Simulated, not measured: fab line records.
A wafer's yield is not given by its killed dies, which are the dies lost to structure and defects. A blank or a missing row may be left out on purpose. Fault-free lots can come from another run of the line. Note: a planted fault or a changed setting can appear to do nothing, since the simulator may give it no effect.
Which tool was responsible?	flow rit-cmos	15 lots with 45 wafers sampled at 5 steps, on a route of 202 steps

== WHAT EACH GAUGE READ, for each wafer ==
RIT_ACTIVE_BOW_MEAS_00. Usual: INCOMING_BOW 0 um, standard deviation 5.8.
lot	measured	on	INCOMING_BOW (um)	flag
L656	day 1 10:00	film-metro-01	4 -11 -7	
L658	day 1 20:04	film-metro-04	-4 -1 0	
L659	day 2 01:00	film-metro-03	-5 -5 -9	
L661	day 2 11:04	film-metro-04	-2 -1 6	
L662	day 2 16:00	film-metro-01	9 4 9	
L664	day 3 02:04	film-metro-04	-3 -11 -6	
L665	day 3 07:02	film-metro-03	3 -2 -2	
L666	day 3 12:01	film-metro-04	0 0 -3	
L667	day 3 17:00	film-metro-04	-2 0 -1	
L668	day 3 22:02	film-metro-01	11 -1 5	
L669	day 4 03:00	film-metro-01	3 -9 11	
L674	day 5 04:00	film-metro-04	4 0 9	
L676	day 5 14:02	film-metro-04	-4 -6 4	
L677	day 5 19:00	film-metro-04	9 -8 6	
L678	day 6 00:00	film-metro-01	13 3 10	

RIT_WELLDRIVE_RS_MEAS_01: a four-point-probe measurement. Usual: NWELL_RS 275.2 ohm/sq, standard deviation 0.69.
lot	measured	on	NWELL_RS (ohm/sq)	flag
L656	day 2 07:00	film-metro-04	275.0 276.0 275.1	
L658	day 2 15:23	film-metro-01	275.1 276.3 276.1	
L659	day 2 20:53	film-metro-04	274.7 274.9 275.5	
L661	day 3 08:52	film-metro-01	275.7 275.7 276.3	
L662	day 3 13:54	film-metro-02	274.8 274.5 275.0	
L664	day 3 23:52	film-metro-02	275.2 274.5 275.4	
L665	day 4 05:04	film-metro-04	276.3 274.4 276.4	
L666	day 4 09:20	film-metro-02	275.2 275.3 274.3	
L667	day 4 12:43	film-metro-02	274.5 275.8 275.8	
L668	day 4 20:11	film-metro-04	275.5 275.6 276.0	
L669	day 5 01:11	film-metro-02	274.6 275.0 275.2	
L674	day 5 23:16	film-metro-02	274.8 275.1 274.5	
L676	day 6 15:02	film-metro-04	275.0 274.6 274.9	
L677	day 6 15:19	film-metro-02	275.3 276.2 276.3	
L678	day 6 20:05	film-metro-02	277.0 276.4 276.4	

RIT_PRETRO_OVL_MEAS_06. Usual: PRETRO_OVL 0.0 nm, standard deviation 1.
lot	measured	on	PRETRO_OVL (nm)	flag
L656	day 2 09:41	overlay-02	-1.1 -2.2 -0.7	
L658	day 2 18:04	overlay-02	0.3 0.8 -0.1	
L659	day 2 23:41	overlay-02	0.4 0.6 0.9	
L661	day 3 11:45	overlay-01	0.9 2.3 1.8	
L662	day 3 16:41	overlay-01	-0.2 -0.9 1.3	
L664	day 4 02:30	overlay-01	1.2 0.5 0.7	
L665	day 4 07:52	overlay-02	-1.0 -0.9 0.6	
L666	day 4 12:07	overlay-01	- - -	OFF
L667	day 4 15:38	overlay-01	- - -	OFF
L668	day 4 23:05	overlay-02	- - -	OFF
L669	day 5 04:07	overlay-01	0.3 0.9 1.1	
L674	day 6 04:16	overlay-01	-1.1 0.1 -1.0	
L676	day 6 17:43	overlay-01	-1.0 0.2 -1.9	
L677	day 6 18:26	overlay-01	-1.1 1.0 0.5	
L678	day 6 22:55	overlay-01	-1.5 0.1 -1.8	

RIT_PLDD_OVL_MEAS_06. Usual: PLDD_OVL -1.1 nm, standard deviation 1.5.
lot	measured	on	PLDD_OVL (nm)	flag
L656	day 3 01:40	overlay-02	-2.2 -3.0 -1.0	
L658	day 3 09:49	overlay-02	-0.6 -1.7 -1.1	
L659	day 3 12:20	overlay-02	1.1 0.5 1.3	
L661	day 4 00:40	overlay-01	0.0 0.3 -0.3	
L662	day 4 07:42	overlay-01	-0.8 -2.0 -2.3	
L664	day 4 19:38	overlay-01	-1.5 -3.2 -4.1	
L665	day 4 22:26	overlay-02	-1.2 -0.8 -0.7	
L666	day 5 01:23	overlay-02	-1.7 0.3 -1.5	
L667	day 5 05:43	overlay-02	-2.9 -4.9 -4.0	
L668	day 5 12:59	overlay-02	-1.7 -2.3 -0.6	
L669	day 5 16:56	overlay-01	-2.6 -3.0 -2.3	
L674	day 6 18:23	overlay-02	1.0 1.5 2.5	
L676	day 7 05:09	overlay-02	-1.6 -0.1 -0.2	
L677	day 7 09:16	overlay-01	-1.6 -0.2 -1.6	
L678	day 8 00:31	overlay-02	-2.5 -0.4 0.5	

== WHAT TOOL EACH LOT RAN ON (gives the tool, then ch and the chambers of the sampled wafers, and finally the start) ==
lot	RIT_PRETRO_COAT_01
L656	litho-track-03 ch 0, day 2 08:57
L658	litho-track-03 ch 0, day 2 17:24
L659	litho-track-02 ch 0, day 2 22:57
L661	litho-track-03 ch 0, day 3 10:57
L662	litho-track-02 ch 0, day 3 15:58
L664	litho-track-03 ch 0, day 4 01:50
L665	litho-track-02 ch 0, day 4 07:10
L666	litho-track-01, day 4 11:25
L667	litho-track-02, day 4 14:47
L668	litho-track-02, day 4 22:16
L669	litho-track-02 ch 0, day 5 03:22
L674	litho-track-01 ch 0, day 6 01:26
L676	litho-track-02 ch 0, day 6 17:01
L677	litho-track-01 ch 0, day 6 17:42
L678	litho-track-01 ch 0, day 6 22:11
- RIT_PRETRO_COAT_01: resist thk 1300 nm.

== AS READ BY THE TOOLS THEMSELVES (means over the sampled wafers that have a number; for cases with no such wafer, the mark the record gives instead) ==
RIT_PRETRO_COAT_01. Usual: chill-plate-temp-C 23.00 C, standard deviation 0.12; dispense-pressure-kPa 44.3 kPa, standard deviation 0.45.
lot	tool	chill-plate-temp-C (C)	dispense-pressure-kPa (kPa)	flag
L656	litho-track-03	22.76	43.4	
L658	litho-track-03	22.92	43.4	
L659	litho-track-02	22.87	44.4	
L661	litho-track-03	22.89	43.4	
L662	litho-track-02	22.96	44.4	
L664	litho-track-03	23.08	43.4	
L665	litho-track-02	23.13	44.3	
L666	litho-track-01	-	-	OFF
L667	litho-track-02	-	-	OFF
L668	litho-track-02	-	-	OFF
L669	litho-track-02	23.03	44.4	
L674	litho-track-01	23.04	44.8	
L676	litho-track-02	22.89	44.4	
L677	litho-track-01	23.01	44.9	
L678	litho-track-01	23.08	44.9	

== THE ANSWER, worked out from the rows above alone ==
Rule: take the mean of a lot's wafers that have a number; if it is more than 3 standard deviations from the usual mean, the lot is off. A lot without any number at a reading at which 4 lots or more have one is off too. All remaining lots with rows at the step are treated as sound. The gauges are gone through in route order, then the tools' own readings, and for those a lot's mean is taken as printed above. At the first step where some lot is off, the reading lying furthest off is the one used; lots without a number count as furthest.
Off: at RIT_PRETRO_OVL_MEAS_06 (PRETRO_OVL), L666, L667, L668. Without a number there: L666, L667, L668.
A tool fits if, at a process step before that reading, it ran every lot that is off, and no sound lot after the first of them. The gauges at RIT_PRETRO_OVL_MEAS_06 aren't tried: what is off there is off at RIT_PRETRO_COAT_01 too, on other tools, and a gauge's error can't cause that. None of those tried fits.

== WHAT THE SIMULATOR HAD PUT IN ==
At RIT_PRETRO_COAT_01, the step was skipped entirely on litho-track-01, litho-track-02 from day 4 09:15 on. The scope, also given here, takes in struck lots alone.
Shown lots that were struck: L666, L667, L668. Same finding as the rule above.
